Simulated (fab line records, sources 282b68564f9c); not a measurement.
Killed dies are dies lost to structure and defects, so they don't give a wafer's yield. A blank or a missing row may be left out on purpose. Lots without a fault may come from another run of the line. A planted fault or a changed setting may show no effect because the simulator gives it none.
fab line records | flow rit_cmos
record lots=6 wafers=18 last_day=7
route steps=202 shown SDANNEAL@156 PSD@157 NSD@158 PLDD@159 NLDD@160 SILICIDE@161 CONTACT@168 M1@202
lots that met no fault: from a run of the same line without faults
start_h: hours from the record's first day to the start of the lot's first wafer shown | wait_h: hours since the lot's step before | " the same as in the row above | L1.1+2: a row that stands for several wafers | - no value, or no start given | * or withheld: withheld | < > ~ a bound
route shown NAME@n: a module of which the file shows steps, and the number in the route of the first | usual: mean/standard deviation of fault-free wafers | same: alike in all rows | chamber/n: place in a boat | sites: the reading at each site | _std_site: their standard deviation | _edge_site: outer sites' mean less inner sites' | radius_mm: how far each site lies from the wafer's centre | mask NAME#n: copy n | behind: the tool/chamber that last shaped the wafer | hold: why the lot was held/for how many hours/how that ended | device: the transistor (n, p or np) that didn't switch | end of line: the same wafers' tests at the end of the route | a step without rows: its recipe alone | killed: dies lost to structure and defects at the first sort, not the wafer's yield | map: a wafer's dies, x killed, . not, _ none there
set.NAME: the setting as run; set.NAME@STEP: as run at that earlier step | model.NAME: the simulator's own value behind a step, which no gauge read
lots at some steps of the route; a table a step, a row a wafer
services: from which hour (start_h, from the record's first day; less than 0 if before it) a tool's chamber was out of use, for how many hours, and why
## steps
# step RIT_SDANNEAL_RTA_03
# recipe temp_c=1050 time_s=5 idle_temp_c=600 ramp_up_c_per_s=342 ramp_down_c_per_s=171 cool_to_c=600 ambient=N2
# usual anneal_temp_c_max=1055.9/1.1 ramp_up_c_per_s=342.00/0.063 wafer_temp_C_max=1053.6/1.1
# columns lot.wafer tool chamber start_h wait_h anneal_temp_c_max ramp_up_c_per_s wafer_temp_C_max
L530.1 rtp_anneal-01 0 78.02 0.0 1054.8 342.02 1054.1
L530.4 " 0 " " 1058.1 341.95 1053.5
L530.5 " 0 " " 1056.1 342.01 1053.1
L534.1 rtp_anneal-02 0 99.82 0.0 1054.1 341.91 1053.4
L534.3 " 0 " " 1054.4 342.05 1054.8
L534.5 " 0 " " 1055.5 342.02 1053.7
L542.1 rtp_anneal-01 0 131.15 0.0 1056.5 342.03 1052.5
L542.3 " 0 " " 1055.2 342.15 1054.4
L542.6 " 0 " " 1055.5 341.98 1053.8
L545.3 rtp_anneal-02 0 150.16 0.0 1054.8 341.96 1053.4
L545.5 " 0 " " 1057.0 341.95 1052.8
L545.6 " 0 " " 1054.7 341.95 1052.4
L546.1 rtp_anneal-01 0 156.94 0.0 1055.6 342.02 1054.7
L546.4 " 0 " " 1056.0 342.08 1053.3
L546.6 " 0 " " 1056.3 342.07 1055.8
L547.2 rtp_anneal-02 0 160.97 0.0 1056.5 342.05 1052.7
L547.4 " 0 " " 1055.4 341.94 1052.9
L547.5 " 0 " " 1055.0 342.00 1053.9
# step RIT_SDANNEAL_RS_MEAS_04
# recipe thk_meas_gauge=four-point-probe
# usual PSD_RS=116.14/0.29
# columns lot.wafer tool chamber start_h wait_h PSD_RS[ohm/sq]
L530.1 film_metro-02 - 78.07 0.0 116.09
L530.4 " - " " 116.25
L530.5 " - " " 116.29
L534.1 film_metro-02 - 99.88 0.0 116.27
L534.3 " - " " 116.49
L534.5 " - " " 116.10
L542.1 film_metro-01 - 131.21 0.0 116.78
L542.3 " - " " 116.47
L542.6 " - " " 116.66
L545.3 film_metro-03 - 150.24 0.1 115.99
L545.5 " - " " 115.77
L545.6 " - " " 115.50
L546.1 film_metro-03 - 157.00 0.0 115.88
L546.4 " - " " 115.90
L546.6 " - " " 115.93
L547.2 film_metro-01 - 161.04 0.1 116.13
L547.4 " - " " 116.13
L547.5 " - " " 115.88
# step RIT_SDANNEAL_RS_MEAS_05
# recipe thk_meas_gauge=four-point-probe
# usual NSD_RS=84.66/0.29
# columns lot.wafer tool chamber start_h wait_h NSD_RS[ohm/sq]
L530.1 film_metro-02 - 78.19 0.1 84.80
L530.4 " - " " 84.67
L530.5 " - " " 84.57
L534.1 film_metro-02 - 100.00 0.1 84.35
L534.3 " - " " 84.16
L534.5 " - " " 84.20
L542.1 film_metro-01 - 131.33 0.1 85.01
L542.3 " - " " 85.00
L542.6 " - " " 84.78
L545.3 film_metro-03 - 150.36 0.1 85.08
L545.5 " - " " 85.20
L545.6 " - " " 85.13
L546.1 film_metro-03 - 157.12 0.1 84.48
L546.4 " - " " 84.58
L546.6 " - " " 84.57
L547.2 film_metro-01 - 161.16 0.1 84.77
L547.4 " - " " 84.88
L547.5 " - " " 84.88
# step RIT_SDANNEAL_RS_MEAS_06
# recipe thk_meas_gauge=four-point-probe
# usual PLDD_RS=179.0/0.46
# columns lot.wafer tool chamber start_h wait_h PLDD_RS[ohm/sq]
L530.1 film_metro-02 - 78.31 0.1 178.4
L530.4 " - " " 178.8
L530.5 " - " " 178.4
L534.1 film_metro-02 - 100.12 0.1 178.9
L534.3 " - " " 179.2
L534.5 " - " " 178.8
L542.1 film_metro-01 - 131.45 0.1 179.4
L542.3 " - " " 179.7
L542.6 " - " " 179.6
L545.3 film_metro-03 - 150.48 0.1 178.6
L545.5 " - " " 178.5
L545.6 " - " " 178.5
L546.1 film_metro-03 - 157.24 0.1 178.6
L546.4 " - " " 178.2
L546.6 " - " " 178.6
L547.2 film_metro-01 - 161.28 0.1 179.4
L547.4 " - " " 179.2
L547.5 " - " " 179.1
# step RIT_SDANNEAL_RS_MEAS_07
# recipe thk_meas_gauge=four-point-probe
# usual NLDD_RS=151.9/0.53
# columns lot.wafer tool chamber start_h wait_h NLDD_RS[ohm/sq]
L530.1 film_metro-02 - 78.43 0.1 152.1
L530.4 " - " " 151.9
L530.5 " - " " 151.6
L534.1 film_metro-02 - 100.24 0.1 152.2
L534.3 " - " " 152.0
L534.5 " - " " 152.3
L542.1 film_metro-01 - 131.57 0.1 152.0
L542.3 " - " " 151.8
L542.6 " - " " 151.7
L545.3 film_metro-03 - 150.60 0.1 151.2
L545.5 " - " " 150.6
L545.6 " - " " 151.3
L546.1 film_metro-03 - 157.36 0.1 152.7
L546.4 " - " " 152.7
L546.6 " - " " 152.7
L547.2 film_metro-01 - 161.40 0.1 152.7
L547.4 " - " " 152.5
L547.5 " - " " 152.6
# step RIT_SILICIDE_WET_ETCH_00
# recipe chemistry=BOE target=SiO2 target_depth_nm=14 time_s=15 dry=n2_spin dilution=10:1 temp_c=21.5
# step RIT_SILICIDE_SPUTTER_01
# recipe material=Ti target_thk_nm=30 power_w=350 chamber_pressure_pa=0.667 gas=Ar time_s=240 substrate_temp_c=25
# usual substrate_temp_c=25.02/0.12 throttle_valve_pct=30.3/0.93
# columns lot.wafer tool chamber start_h wait_h substrate_temp_c throttle_valve_pct
L530.1 pvd_sputter-04 - 78.57 0.0 25.12 29.5
L530.4 " - " " 25.06 30.3
L530.5 " - " " 25.04 30.2
L534.1 pvd_sputter-03 - 100.38 0.0 25.04 30.5
L534.3 " - " " 25.08 31.2
L534.5 " - " " 25.02 30.8
L542.1 pvd_sputter-03 - 131.86 0.0 24.93 31.5
L542.3 " - " " 24.90 29.1
L542.6 " - " " 25.05 30.6
L545.3 pvd_sputter-03 - 150.69 0.0 24.93 28.8
L545.5 " - " " 24.89 30.7
L545.6 " - " " 25.06 29.5
L546.1 pvd_sputter-04 - 157.49 0.0 24.78 29.9
L546.4 " - " " 25.41 30.3
L546.6 " - " " 24.92 30.9
L547.2 pvd_sputter-03 - 161.51 0.0 25.05 31.4
L547.4 " - " " 25.07 30.6
L547.5 " - " " 24.81 30.6
# step RIT_SILICIDE_RS_MEAS_02
# recipe thk_meas_gauge=four-point-probe reads=Ti_of_SILICIDE_SPUTTER_01
# usual SILICIDE_TI_RS=48.2/0.67
# columns lot.wafer tool chamber start_h wait_h SILICIDE_TI_RS[ohm/sq]
L530.1 film_metro-01 - 78.72 0.1 48.1
L530.4 " - " " 48.5
L530.5 " - " " 48.2
L534.1 film_metro-01 - 100.53 0.1 48.7
L534.3 " - " " 48.8
L534.5 " - " " 48.5
L542.1 film_metro-04 - 132.01 0.1 47.8
L542.3 " - " " 47.9
L542.6 " - " " 47.2
L545.3 film_metro-01 - 150.88 0.1 49.0
L545.5 " - " " 48.1
L545.6 " - " " 48.7
L546.1 film_metro-02 - 157.64 0.1 46.9
L546.4 " - " " 47.7
L546.6 " - " " 46.6
L547.2 film_metro-02 - 161.68 0.1 47.3
L547.4 " - " " 47.0
L547.5 " - " " 47.0
# step RIT_SILICIDE_THK_MEAS_03
# recipe thk_meas_gauge=xrf reads=Ti_of_SILICIDE_SPUTTER_01
# usual SILICIDE_TI_THK=30.0/0.37
# columns lot.wafer tool chamber start_h wait_h SILICIDE_TI_THK[nm]
L530.1 film_metro-01 - 78.84 0.1 30.0
L530.4 " - " " 29.8
L530.5 " - " " 29.9
L534.1 film_metro-01 - 100.65 0.1 29.6
L534.3 " - " " 29.7
L534.5 " - " " 29.9
L542.1 film_metro-04 - 132.13 0.1 30.4
L542.3 " - " " 30.3
L542.6 " - " " 30.5
L545.3 film_metro-01 - 150.98 0.1 29.7
L545.5 " - " " 30.0
L545.6 " - " " 29.7
L546.1 film_metro-02 - 157.76 0.1 30.6
L546.4 " - " " 30.1
L546.6 " - " " 30.7
L547.2 film_metro-02 - 161.79 0.1 30.5
L547.4 " - " " 30.5
L547.5 " - " " 30.3
# step RIT_SILICIDE_RTA_04
# recipe temp_c=650 time_s=10 idle_temp_c=25 ramp_up_s=5 ramp_down_s=5 cool_to_c=25 ambient=N2
# usual anneal_temp_c_max=653.6/0.76 wafer_temp_C_max=654.3/0.87
# columns lot.wafer tool chamber start_h wait_h anneal_temp_c_max wafer_temp_C_max
L530.1 rtp_anneal-02 0 78.90 0.1 652.9 653.1
L530.4 " 0 " " 653.4 653.2
L530.5 " 0 " " 652.5 653.0
L534.1 rtp_anneal-01 0 100.71 0.1 654.3 653.3
L534.3 " 0 " " 653.9 653.7
L534.5 " 0 " " 653.4 654.1
L542.1 rtp_anneal-02 0 132.19 0.1 653.0 655.0
L542.3 " 0 " " 652.9 654.0
L542.6 " 0 " " 653.2 653.4
L545.3 rtp_anneal-01 0 151.04 0.1 652.7 654.3
L545.5 " 0 " " 653.8 656.1
L545.6 " 0 " " 653.7 653.7
L546.1 rtp_anneal-02 0 157.82 0.1 653.2 654.4
L546.4 " 0 " " 652.7 654.7
L546.6 " 0 " " 653.0 654.4
L547.2 rtp_anneal-01 0 161.85 0.1 653.7 653.7
L547.4 " 0 " " 653.2 654.1
L547.5 " 0 " " 654.5 655.6
# step RIT_SILICIDE_WET_ETCH_05
# recipe chemistry=SPM target=Ti temp_c=90 time_s=120 dry=n2_spin
# step RIT_SILICIDE_RTA_06
# recipe temp_c=750 time_s=10 idle_temp_c=25 ramp_up_s=5 ramp_down_s=10 cool_to_c=25 ambient=N2
# usual anneal_temp_c_max=754.1/0.84 wafer_temp_C_max=754.7/0.94
# columns lot.wafer tool chamber start_h wait_h anneal_temp_c_max wafer_temp_C_max
L530.1 rtp_anneal-01 0 79.02 0.0 754.2 755.5
L530.4 " 0 " " 753.7 754.6
L530.5 " 0 " " 754.3 754.0
L534.1 rtp_anneal-02 0 100.82 0.0 754.1 755.3
L534.3 " 0 " " 752.9 753.7
L534.5 " 0 " " 753.9 755.1
L542.1 rtp_anneal-01 0 132.30 0.0 754.4 754.7
L542.3 " 0 " " 754.0 756.2
L542.6 " 0 " " 755.5 755.5
L545.3 rtp_anneal-02 0 151.15 0.0 753.5 754.6
L545.5 " 0 " " 753.2 754.0
L545.6 " 0 " " 753.1 754.5
L546.1 rtp_anneal-01 0 157.93 0.0 755.7 756.2
L546.4 " 0 " " 755.5 753.9
L546.6 " 0 " " 753.0 755.5
L547.2 rtp_anneal-02 0 161.96 0.0 753.0 754.4
L547.4 " 0 " " 754.0 754.7
L547.5 " 0 " " 755.5 754.1
# step RIT_CONTACT_CVD_00
# recipe material=SiO2 target_thk_nm=400 precursor=TEOS temp_c=390 time_s=61 rf_w=400
# usual heater_power_w=299/58 run_length_s=88.9/0.46 susceptor_temp_C=389.96/0.23
# columns lot.wafer tool chamber start_h wait_h heater_power_w run_length_s susceptor_temp_C model.SiO2_of_CONTACT_CVD_00.thk_nm
L530.1 pecvd-04 1 79.08 0.1 321 88.4 389.89 396.6
L530.4 " 1 " " 235 88.6 390.41 400
L530.5 " 2 " " 307 88.3 390.07 402.7
L534.1 pecvd-01 2 100.89 0.1 267 89.3 389.79 396.1
L534.3 " 0 " " 328 89.2 390.36 396.1
L534.5 " 0 " " 340 88.7 390.05 398.1
L542.1 pecvd-04 2 132.37 0.1 307 88.3 389.87 397.7
L542.3 " 0 " " 403 88.9 389.94 398.7
L542.6 " 1 " " 278 123.5 390.50 631.1
L545.3 pecvd-04 2 151.20 0.0 308 88.8 389.71 390.7
L545.5 " 2 " " 321 88.5 390.06 401.6
L545.6 " 1 " " 254 123.0 389.94 629.3
L546.1 pecvd-03 1 158.00 0.1 352 89.3 389.42 402.4
L546.4 " 0 " " 173 89.5 389.98 406.6
L546.6 " 2 " " 204 88.8 390.26 405.5
L547.2 pecvd-01 2 162.02 0.0 315 89.2 390.14 394.6
L547.4 " 1 " " 249 89.0 389.85 403.6
L547.5 " 0 " " 289 88.3 390.30 401.8
# step RIT_CONTACT_THK_MEAS_01
# recipe reads=SiO2_of_CONTACT_CVD_00
# usual CONTACT_TEOS_THK=400/4.9
# columns lot.wafer tool chamber start_h wait_h CONTACT_TEOS_THK[nm]
L530.1 film_metro-01 - 79.13 0.0 397
L530.4 " - " " 400
L530.5 " - " " 403
L534.1 film_metro-03 - 100.94 0.0 396
L534.3 " - " " 396
L534.5 " - " " 398
L542.1 film_metro-01 - 132.42 0.0 398
L542.3 " - " " 399
L542.6 " - " " 631
L545.3 film_metro-03 - 151.27 0.0 391
L545.5 " - " " 402
L545.6 " - " " 630
L546.1 film_metro-04 - 158.05 0.0 402
L546.4 " - " " 407
L546.6 " - " " 406
L547.2 film_metro-04 - 162.08 0.0 395
L547.4 " - " " 404
L547.5 " - " " 401
# step RIT_CONTACT_HMDS_02
# recipe prime_time_s=60 prime_temp_c=140
# step RIT_CONTACT_COAT_03
# recipe resist=NOVOLAK spin_rpm=3250 resist_thk_nm=1000
# step RIT_CONTACT_SOFTBAKE_04
# recipe resist=NOVOLAK temp_c=90 time_s=60
# step RIT_CONTACT_EXPOSE_05
# recipe mask_id=M11 na=0.6 source_shape=conventional sigma_outer=0.5 target_cd_nm=1000 dose_mj=250
# step RIT_CONTACT_PEB_06
# recipe resist=NOVOLAK temp_c=withheld time_s=withheld
# step RIT_CONTACT_DEVELOP_07
# recipe resist=NOVOLAK develop_time_s=120 dev_temp_c=23
# step RIT_CONTACT_CD_MEAS_08
# recipe target_cd_nm=1000
# usual cd_nm=1000.4/2
# columns lot.wafer tool chamber start_h wait_h cd_nm
L530.1 cd_sem-01 - 80.38 - 1003.4
L530.4 " - " " 1002.8
L530.5 " - " " 1002.5
L534.1 cd_sem-02 - 101.97 - 1003.0
L534.3 " - " " 1001.1
L534.5 " - " " 1001.8
L542.1 cd_sem-01 - 133.63 - 1001.5
L542.3 " - " " 1002.7
L542.6 " - " " 1003.7
L545.3 cd_sem-02 - 152.31 - 998.9
L545.5 " - " " 999.4
L545.6 " - " " 1000.2
L546.1 cd_sem-01 - 159.11 - 998.8
L546.4 " - " " 998.6
L546.6 " - " " 999.7
L547.2 cd_sem-02 - 163.27 - 999.6
L547.4 " - " " 999.1
L547.5 " - " " 997.5
# step RIT_CONTACT_OVL_MEAS_09
# usual CONTACT_OVL=0.6/1.4
# columns lot.wafer tool chamber start_h wait_h CONTACT_OVL[nm]
L530.1 overlay-01 - 80.50 0.1 2.7
L530.4 " - " " 2.4
L530.5 " - " " -0.1
L534.1 overlay-01 - 102.09 0.1 -0.4
L534.3 " - " " 1.5
L534.5 " - " " 1.2
L542.1 overlay-02 - 133.75 0.1 0.0
L542.3 " - " " -1.8
L542.6 " - " " 1.2
L545.3 overlay-02 - 152.41 0.1 3.9
L545.5 " - " " 2.3
L545.6 " - " " 1.2
L546.1 overlay-02 - 159.23 0.1 0.1
L546.4 " - " " 1.1
L546.6 " - " " 0.6
L547.2 overlay-02 - 163.38 0.1 -0.7
L547.4 " - " " 0.5
L547.5 " - " " -0.5
# step RIT_CONTACT_HARDBAKE_10
# recipe resist=NOVOLAK temp_c=140 time_s=60
# step RIT_CONTACT_ETCH_11
# recipe target_depth_a=4800 over_etch_frac=0.2 stop_on=TiSi2 chemistry=CHF3/CF4/Ar target=SiO2 CHF3_flow_sccm=50 cf4_flow_sccm=10 Ar_flow_sccm=100 O2_flow_sccm=5 pressure_mtorr=100 rf_w=200 time_s=320
# usual drypump_motor_current_A=5.9/0.5 oes_product_au=0.989/0.015 throttle_valve_pct=8.85/0.11
# columns lot.wafer tool chamber start_h wait_h drypump_motor_current_A oes_product_au rf_hours_counter_h throttle_valve_pct model.etch.depth_nm model.CONTACT.feature_depth_nm
L530.1 rie_diel-04 1 80.68 0.1 5.9 0.987 39 8.78 396.6 396.6
L530.4 " 0 " " 5.5 0.995 152 9.01 400 400
L530.5 " 1 " " 5.9 0.989 - 8.77 402.7 402.7
L534.1 rie_diel-03 2 102.27 0.1 6.5 0.979 82 8.71 396.1 396.1
L534.3 " 0 " " 6.7 1.005 5 8.77 396.1 396.1
L534.5 " 0 " " 6.7 1.012 - 8.80 398.1 398.1
L542.1 rie_diel-03 0 133.93 0.1 6.6 0.997 6 8.79 397.7 397.7
L542.3 " 1 " " 6.0 0.976 1 8.94 398.7 398.7
L542.6 " 3 " " 5.4 1.005 - 8.76 481.3 481.3
L545.3 rie_diel-04 3 152.58 0.1 6.5 0.998 134 8.85 390.7 390.7
L545.5 " 2 " " 5.6 0.963 - 8.88 401.6 401.6
L545.6 " 3 " " 6.5 1.022 - 8.84 479.2 479.2
L546.1 rie_diel-04 1 159.42 0.1 5.9 0.993 41 8.78 402.4 402.4
L546.4 " 3 " " 6.5 1.011 134 8.83 406.6 406.6
L546.6 " 2 " " 5.6 0.965 - 8.89 405.5 405.5
L547.2 rie_diel-04 0 163.56 0.1 5.6 1.004 0 9.03 394.6 394.6
L547.4 " 3 " " 6.4 1.012 134 8.86 403.6 403.6
L547.5 " 2 " " 5.6 0.966 - 8.90 401.8 401.8
# step RIT_CONTACT_STRIP_12
# recipe chemistry=O2 time_s=180 resist=NOVOLAK platen_temp_c=withheld power_w=500 pressure_mtorr=4000 o2_flow_sccm=4000
# usual drypump_motor_current_A=5.92/0.18
# columns lot.wafer tool chamber start_h wait_h drypump_motor_current_A rf_hours_counter_h
L530.1 plasma_asher-02 1 80.88 0.1 5.84 43
L530.4 " 1 " " 5.88 -
L530.5 " 1 " " 5.86 -
L534.1 plasma_asher-02 1 102.47 0.1 5.87 46
L534.3 " 0 " " 5.97 -
L534.5 " 1 " " 5.84 -
L542.1 plasma_asher-03 0 134.13 0.1 5.95 53
L542.3 " 1 " " 6.31 -
L542.6 " 0 " " 5.95 -
L545.3 plasma_asher-01 1 152.83 0.2 6.05 -
L545.5 " 0 " " 5.57 -
L545.6 " 1 " " 6.06 -
L546.1 plasma_asher-01 0 159.61 0.1 5.57 5
L546.4 " 0 " " 5.55 -
L546.6 " 0 " " 5.59 -
L547.2 plasma_asher-02 1 163.75 0.1 5.88 53
L547.4 " 1 " " 5.90 -
L547.5 " 0 " " 5.95 -
# step RIT_CONTACT_CD_MEAS_90
# recipe target_cd_nm=1000
# usual cd_nm=1000.3/2
# columns lot.wafer tool chamber start_h wait_h cd_nm
L530.1 cd_sem-02 - 81.05 0.1 1003.1
L530.4 " - " " 1002.5
L530.5 " - " " 1003.0
L534.1 cd_sem-02 - 102.64 0.1 1003.2
L534.3 " - " " 1000.7
L534.5 " - " " 1001.2
L542.1 cd_sem-02 - 134.30 0.1 1001.1
L542.3 " - " " 1002.7
L542.6 " - " " 1003.2
L545.3 cd_sem-02 - 152.99 0.1 998.6
L545.5 " - " " 998.9
L545.6 " - " " 1000.3
L546.1 cd_sem-02 - 159.79 0.1 998.8
L546.4 " - " " 997.9
L546.6 " - " " 999.0
L547.2 cd_sem-01 - 163.95 0.1 999.3
L547.4 " - " " 998.8
L547.5 " - " " 997.2
# step RIT_CONTACT_CLEAN_13
# recipe chemistry=SC1 mix=3:3:50 time_s=600 temp_c=75
# columns lot.wafer tool chamber start_h wait_h model.SiO2_of_CONTACT_CVD_00.thk_nm
L530.1 wet_bench-02 2 81.17 0.1 392.5
L530.4 " 2 " " 395.9
L530.5 " 2 " " 398.6
L534.1+3 wet_bench-02 3 102.76 0.1 392
L534.5 " 3 " " 394
L542.1 wet_bench-04 0 134.42 0.1 393.6
L542.3 " 0 " " 394.6
L542.6 " 0 " " 627
L545.3 wet_bench-01 3 153.07 0.1 386.5
L545.5 " 3 " " 397.5
L545.6 " 3 " " 625.2
L546.1 wet_bench-01 0 159.91 0.1 398.3
L546.4 " 0 " " 402.5
L546.6 " 0 " " 401.4
L547.2 wet_bench-02 1 164.05 0.1 390.5
L547.4 " 1 " " 399.5
L547.5 " 1 " " 397.7
# step RIT_CONTACT_CLEAN_14
# recipe chemistry=SC2 mix=3:3:50 time_s=600 temp_c=75 dry=n2_spin
# step RIT_M1_PROBE_99
# usual killed_at_contacts=0.1/0.31 killed_at_front_end=7/3 killed_dies=7/3 killed_on_rim=1.8/1.2 killed_open=3.2/1.9 killed_short=3.6/2.2
# same gross_dies=264 killed_at_M0_to_M3=0 killed_at_M4_up=0 killed_at_back_side=0 killed_at_other=0
# columns lot.wafer tool chamber start_h wait_h killed_at_contacts killed_at_front_end killed_dies killed_on_rim killed_open killed_short
L530.1 prober-02 - 85.66 0.1 0 5 5 3 3 2
L530.4 prober-02 - 85.81 0.2 0 7 7 0 4 3
L530.5 prober-02 - 85.86 0.2 0 7 7 3 2 5
L534.1 prober-01 - 107.98 0.1 0 6 6 2 0 6
L534.3 prober-01 - 108.08 0.2 0 7 7 1 3 4
L534.5 prober-01 - 108.18 0.2 0 7 7 3 1 6
L542.6 prober-02 - 139.24 0.2 256 8 264 70 4 4
L545.6 prober-01 - 157.71 0.2 261 3 264 70 1 2
L547.2 prober-01 - 168.49 0.1 0 10 10 6 5 5
L547.4 prober-01 - 168.59 0.2 0 12 12 5 4 8
L547.5 prober-01 - 168.64 0.2 0 5 5 2 3 2
# killed by level:class
L530.1 FOX2:geometric_particle:short=2 FOX1:geometric_particle:open=1 GATE:geometric_particle:open=1 SILICIDE:geometric_particle:open=1
L530.4 SPACER:geometric_particle:open=2 ACTIVE:geometric_particle:open=1 FOX1:geometric_particle:short=1 GATE:geometric_particle:short=1 SPACER:geometric_particle:short=1 SILICIDE:geometric_particle:open=1
L530.5 SPACER:geometric_particle:short=3 GATE:geometric_particle:open=2 GATE:geometric_particle:short=2
L534.1 GATE:geometric_particle:short=4 FOX1:geometric_particle:short=2
L534.3 FOX1:geometric_particle:open=2 GATE:geometric_particle:short=2 FOX1:geometric_particle:short=1 SPACER:geometric_particle:open=1 SILICIDE:geometric_particle:short=1
L534.5 GATE:geometric_particle:short=3 FOX1:geometric_particle:short=1 GATE:geometric_particle:open=1 SPACER:geometric_particle:short=1 SILICIDE:geometric_particle:short=1
L542.6 CONTACT:area_etch=256 REOX:geometric_particle:open=3 GATE:geometric_particle:short=2 FOX1:geometric_particle:open=1 REOX:geometric_particle:short=1 SPACER:geometric_particle:short=1
L545.6 CONTACT:area_etch=261 FOX1:geometric_particle:short=1 FOX2:geometric_particle:open=1 REOX:geometric_particle:short=1
L547.2 GATE:geometric_particle:short=3 GATE:geometric_particle:open=3 REOX:geometric_particle:short=1 REOX:geometric_particle:open=1 SPACER:geometric_particle:short=1 SPACER:geometric_particle:open=1
L547.4 FOX2:geometric_particle:short=2 GATE:geometric_particle:open=2 SPACER:geometric_particle:open=2 SILICIDE:geometric_particle:short=2 ACTIVE:geometric_particle:short=1 FOX1:geometric_particle:short=1 GATE:geometric_particle:short=1 SPACER:geometric_particle:short=1
L547.5 GATE:geometric_particle:open=2 GATE:geometric_particle:short=2 REOX:geometric_particle:open=1
# map L542.6 (x killed, . not)
________xxxxxxx_______
_____xxxxxxxxxxxxx____
____xxxxxxxxxxxxxxx___
___xxxxxxxxxxxxxxxxx__
__xxxxxxxxxxxxxxxxxxx_
__xxxxxxxxxxxxxxxxxxx_
_xxxxxxxxxxxxxxxxxxxxx
_xxxxxxxxxxxxxxxxxxxxx
_xxxxxxxxxxxxxxxxxxxxx
_xxxxxxxxxxxxxxxxxxxxx
__xxxxxxxxxxxxxxxxxxx_
__xxxxxxxxxxxxxxxxxxx_
___xxxxxxxxxxxxxxxxx__
____xxxxxxxxxxxxxxx___
_____xxxxxxxxxxxxx____
________xxxxxxx_______
# map L545.6 (x killed, . not)
________xxxxxxx_______
_____xxxxxxxxxxxxx____
____xxxxxxxxxxxxxxx___
___xxxxxxxxxxxxxxxxx__
__xxxxxxxxxxxxxxxxxxx_
__xxxxxxxxxxxxxxxxxxx_
_xxxxxxxxxxxxxxxxxxxxx
_xxxxxxxxxxxxxxxxxxxxx
_xxxxxxxxxxxxxxxxxxxxx
_xxxxxxxxxxxxxxxxxxxxx
__xxxxxxxxxxxxxxxxxxx_
__xxxxxxxxxxxxxxxxxxx_
___xxxxxxxxxxxxxxxxx__
____xxxxxxxxxxxxxxx___
_____xxxxxxxxxxxxx____
________xxxxxxx_______
## services
# columns tool chamber start_h hours kind
pvd_sputter-03 - 57.65 4.0 repair
pvd_sputter-04 - 58.31 7.3 repair
pecvd-01 - 59.05 5.5 pm
pecvd-03 - 62.97 1.3 repair
rie_diel-03 1 101.81 - clean
rie_diel-03 1 101.81 13.4 scheduled_down
rie_diel-03 1 101.81 13.4 vent_cycle
pvd_sputter-04 - 106.93 5.1 repair
wet_bench-04 - 108.73 0.5 repair
plasma_asher-01 - 108.75 9.0 pm
plasma_asher-01 0 108.75 9.0 vent_cycle
plasma_asher-01 1 108.75 9.0 vent_cycle
plasma_asher-01 0 117.75 - clean
plasma_asher-01 1 117.75 - clean
rie_diel-04 0 133.36 - clean
rie_diel-04 0 133.36 24.2 scheduled_down
rie_diel-04 0 133.36 24.2 vent_cycle
pvd_sputter-04 - 143.46 11.7 repair
pvd_sputter-03 - 144.63 0.6 repair
plasma_asher-03 - 147.35 23.8 pm
wet_bench-04 - 147.53 5.1 repair
## key
first_sign step=RIT_CONTACT_CVD_00 reading=run_length_s direction=up sigmas=74 usual=* struck=*
effect step=RIT_CONTACT_THK_MEAS_01 reading=CONTACT_TEOS_THK direction=up sigmas=47 usual=400 struck=630
effect step=RIT_M1_PROBE_99 reading=killed_at_contacts direction=up sigmas=99+ usual=0.1 struck=258.5
model_effect step=RIT_CONTACT_CVD_00 value=SiO2_of_CONTACT_CVD_00.thk_nm without=401.4 struck=630.2
model_effect step=RIT_CONTACT_ETCH_11 value=etch.depth_nm without=401.4 struck=480.3
model_effect step=RIT_CONTACT_CLEAN_13 value=SiO2_of_CONTACT_CVD_00.thk_nm without=397.3 struck=626.1
more_kills_born_at RIT_CONTACT_ETCH_11@rie_diel-04=261 RIT_CONTACT_ETCH_11@rie_diel-03=256
met_at RIT_CONTACT_CVD_00
struck_wafers L542.6,L545.6
later_rows_left_out L542.6,L545.6
tester_left_out L542,L545
onset_between 79.08 132.37
fault kind=process_parameter_drift tool=pecvd-04 chamber=1 onset_h=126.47 steps=RIT_CONTACT_CVD_00 channel=time_s offset=* shape=step end_h=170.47 stated=*
# tester_left_out: of these lots the tester's yield and bins aren't shown, on N5 and GAA mostly nor the transistor test; their killed dies are dies lost to structure and defects alone, not to doping, threshold or leakage, so they don't give the yield
# later_rows_left_out: the simulator's readings of these wafers behind a module that went badly wrong aren't trusted and aren't shown, but for the sort
